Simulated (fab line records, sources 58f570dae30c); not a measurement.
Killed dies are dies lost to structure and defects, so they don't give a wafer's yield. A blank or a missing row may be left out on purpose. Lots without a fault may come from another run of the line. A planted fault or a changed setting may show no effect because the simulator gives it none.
Split-lot experiment | flow berkeley_cmos170 | 5 lots, 23 wafers read, on a route of 331 steps

THE SPLIT
At UCB170_GATE_CVD_04 (deposits poly-Si from SiH4, time 1440 s, target thk 214 nm), the setting time_s was moved away from the recipe's 1440 s on 20 of the 23 wafers read, by -13.1% to -4.2%. The other wafers ran this setting at the recipe's value.

The file shows no step between the split and the reading.

THE READING
GATE_POLY_THK, in nm, at UCB170_GATE_THK_MEAS_05. Fault-free wafers of this fab line usually give 214.3 nm, standard deviation 2 nm.

wafer  | tool, chamber at the split | time_s as run, s | against the recipe | GATE_POLY_THK, nm | against lot-mates on the recipe
L074.1 | -, -                       | 1251             | -13.1%             | 186.2             | no lot-mate on the recipe
L074.2 | -, -                       | 1251             | -13.1%             | 184.8             | no lot-mate on the recipe
L074.3 | -, -                       | 1251             | -13.1%             | 185.5             | no lot-mate on the recipe
L074.4 | -, -                       | 1251             | -13.1%             | 185.4             | no lot-mate on the recipe
L074.6 | -, -                       | 1251             | -13.1%             | 185.1             | no lot-mate on the recipe
L075.1 | -, -                       | 1343             | -6.7%              | 197.5             | no lot-mate on the recipe
L075.2 | -, -                       | 1343             | -6.7%              | 196.2             | no lot-mate on the recipe
L075.3 | -, -                       | 1343             | -6.7%              | 198.5             | no lot-mate on the recipe
L075.4 | -, -                       | 1343             | -6.7%              | 197.6             | no lot-mate on the recipe
L075.5 | -, -                       | 1343             | -6.7%              | 197.7             | no lot-mate on the recipe
L077.1 | -, -                       | 1380             | -4.2%              | 205.3             | no lot-mate on the recipe
L077.2 | -, -                       | 1380             | -4.2%              | 202.7             | no lot-mate on the recipe
L077.4 | -, -                       | 1380             | -4.2%              | 204.8             | no lot-mate on the recipe
L077.5 | -, -                       | 1380             | -4.2%              | 205.8             | no lot-mate on the recipe
L077.6 | -, -                       | 1380             | -4.2%              | 204.8             | no lot-mate on the recipe
L082.1 | -, -                       | 1378             | -4.3%              | 208.4             | no lot-mate on the recipe
L082.2 | -, -                       | 1378             | -4.3%              | 208.3             | no lot-mate on the recipe
L082.4 | -, -                       | 1378             | -4.3%              | 206.3             | no lot-mate on the recipe
L082.5 | -, -                       | 1378             | -4.3%              | 209.0             | no lot-mate on the recipe
L082.6 | -, -                       | 1378             | -4.3%              | 208.2             | no lot-mate on the recipe
L083.1 | lpcvd-02, 1                | 1440             | recipe             | 215.2             | -
L083.2 | lpcvd-02, 1                | 1440             | recipe             | 215.3             | -
L083.5 | lpcvd-02, 1                | 1440             | recipe             | 214.1             | -

THE FIT
A straight line over all 23 wafers: GATE_POLY_THK changes by +2.31 nm for each +1% of time_s; r = +0.98; the points scatter about the line by 2 nm.
Too few moved wafers have a lot-mate on the recipe to fit a line with each lot's own level taken away.

THE WHOLE CHAIN: every reading that the file lists as answering this split, in the file's order
step                    | what it does                                                                 | reading                                                                        | change (the file's fit)              | r (the file's)
UCB170_GATE_CVD_04      | deposits poly-Si from SiH4, time 1440 s, target thk 214 nm                   | poly-Si_of_GATE_CVD_04.thk_nm (the simulator's own value, which no gauge read) | +2.31 nm for each +1% of the setting | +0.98
UCB170_GATE_THK_MEAS_05 |                                                                              | GATE_POLY_THK                                                                  | +2.31 for each +1% of the setting    | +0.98
UCB170_GATE_ETCH_15     | etches poly-Si in HBr/Cl2, stops on SiO2, time 56.3 s, target depth 278.2 nm | etch.depth_nm (the simulator's own value, which no gauge read)                 | +2.27 nm for each +1% of the setting | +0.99
UCB170_GATE_ETCH_15     | etches poly-Si in HBr/Cl2, stops on SiO2, time 56.3 s, target depth 278.2 nm | GATE.feature_depth_nm (the simulator's own value, which no gauge read)         | +2.31 nm for each +1% of the setting | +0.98

THE FILE'S OWN FIT
GATE_POLY_THK changes by +2.31 nm for each +1% of time_s, r = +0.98.
